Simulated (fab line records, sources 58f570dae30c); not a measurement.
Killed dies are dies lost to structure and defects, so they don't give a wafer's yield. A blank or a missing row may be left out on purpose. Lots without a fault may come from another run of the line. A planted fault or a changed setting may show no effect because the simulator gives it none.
Which tool did it? | flow berkeley_cmos170 | 14 lots, 42 wafers sampled, at 1 step of a route of 331

WHAT THE GAUGES READ, wafer by wafer
UCB170_PLDD_OVL_MEAS_07. Usual: PLDD_OVL -4 nm, standard deviation 4.6.
lot  | measured     | on         | PLDD_OVL (nm) | flag
L955 | day 7 18:35  | overlay-02 | -3 7 -1       |
L960 | day 8 03:55  | overlay-02 | 0 -8 0        |
L957 | day 8 04:14  | overlay-02 | 2 2 -2        |
L956 | day 8 04:40  | overlay-02 | -13 -13 -10   |
L958 | day 8 04:48  | overlay-02 | -8 1 -5       |
L961 | day 8 16:40  | overlay-02 | -2 -2 -8      |
L964 | day 9 11:43  | overlay-02 | -5 -6 1       |
L969 | day 10 01:49 | overlay-01 | -6 -8 -2      |
L966 | day 10 02:47 | overlay-01 | -2 -12 -9     |
L967 | day 10 03:02 | overlay-02 | -12 -4 -12    |
L970 | day 10 15:13 | overlay-01 | 3 -1 1        |
L973 | day 11 07:43 | overlay-01 | -5 -4 4       |
L977 | day 12 01:11 | overlay-01 | 1 -10 -7      |
L978 | day 12 04:28 | overlay-02 | -4 -5 -4      |

WHICH TOOL RAN EACH LOT (tool, then ch and the chambers of the sampled wafers, then the start)
The record holds no process step before these readings.

WHAT THE TOOLS THEMSELVES READ (means of the sampled wafers that have a number; where no wafer has one, the mark that the record gives instead)
The record holds no such reading with a usual standard deviation.

THE ANSWER, worked out from the rows above alone
Rule: a lot is off if the mean of its wafers that have a number lies more than 3 standard deviations from the usual mean. A lot without any number at a reading at which 4 lots or more have one is off too. The other lots that the step has rows for count as sound. The gauges are gone through in route order, then the tools' own readings, and for those a lot's mean is taken as printed above. The first step at which some lot is off is used, and at that step the reading that is off furthest; a lot without a number counts as furthest.
No lot is off at any reading shown: from this, nothing can be told.

WHAT THE SIMULATOR HAD PUT IN
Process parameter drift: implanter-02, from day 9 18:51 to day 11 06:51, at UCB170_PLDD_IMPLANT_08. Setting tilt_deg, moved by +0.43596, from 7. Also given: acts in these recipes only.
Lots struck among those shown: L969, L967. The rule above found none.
